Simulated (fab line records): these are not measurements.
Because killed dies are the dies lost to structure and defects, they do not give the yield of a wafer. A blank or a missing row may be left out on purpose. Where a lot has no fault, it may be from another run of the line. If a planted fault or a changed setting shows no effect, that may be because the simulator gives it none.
What tool caused it? -- flow berkeley_cmos170 -- 21 wafers from 7 lots sampled at 3 of the route's 331 steps

== WHAT EACH GAUGE READ, for each wafer ==
UCB170_PVT_TW_MEAS_09.
lot,measured,on,PVT_TW
L970,day 6 21:01,film_metro-03,511.9 512.2 511.6
L972,day 7 14:47,film_metro-03,513.4 512.7 513.6
L975,day 7 20:41,film_metro-04,512.1 505.6 508.1
L983,day 8 23:11,film_metro-04,506.7 507.3 509.8
L985,day 9 19:43,film_metro-03,516.6 512.5 518.0
L989,day 10 21:49,film_metro-04,511.2 510.2 509.2
L992,day 11 19:32,film_metro-03,511.6 510.1 512.1

== EACH LOT AND THE TOOL THAT RAN IT (in order: tool; ch and the chambers of the sampled wafers; start) ==
lot,UCB170_PFIELD_STRIP_08,UCB170_PVT_IMPLANT_07
L970,"plasma_asher-03 ch 0,1, day 5 07:10","implanter-01 ch 0, day 6 20:46"
L972,"plasma_asher-02 ch 0, day 6 00:35","implanter-03 ch 0, day 7 14:34"
L975,"plasma_asher-02 ch 0,1, day 6 07:28","implanter-04 ch 0, day 7 20:26"
L983,"plasma_asher-02 ch 0,1, day 7 09:39","implanter-03 ch 0, day 8 22:57"
L985,"plasma_asher-01 ch 0,1, day 8 01:37","implanter-04 ch 0, day 9 19:29"
L989,"plasma_asher-02 ch 0,1, day 9 02:06","implanter-03 ch 0, day 10 21:35"
L992,"plasma_asher-03 ch 0,1, day 9 22:35","implanter-01 ch 0, day 11 19:19"
- UCB170_PFIELD_STRIP_08: strips in O2.
- UCB170_PVT_IMPLANT_07

== THE ANSWER, worked out from the rows above alone ==
Rule: the lots themselves supply what counts as usual. Put in order of their means at a reading, lots are off if they are a third of the lots or fewer, leave a main group of 4 or more, and stand apart from it by a gap of 3 or more times the standard deviation of the main group's means; of several such gaps the widest counts. The tables above print the reading to a certain number of digits; a main group whose means all agree to those digits is not used. Also off: a lot with no number at a reading for which 4 or more lots have one. Any other lot the step has rows for is counted as sound.
None of the lots is off at any reading shown; this tells nothing.

== WHAT THE SIMULATOR PUT IN ==
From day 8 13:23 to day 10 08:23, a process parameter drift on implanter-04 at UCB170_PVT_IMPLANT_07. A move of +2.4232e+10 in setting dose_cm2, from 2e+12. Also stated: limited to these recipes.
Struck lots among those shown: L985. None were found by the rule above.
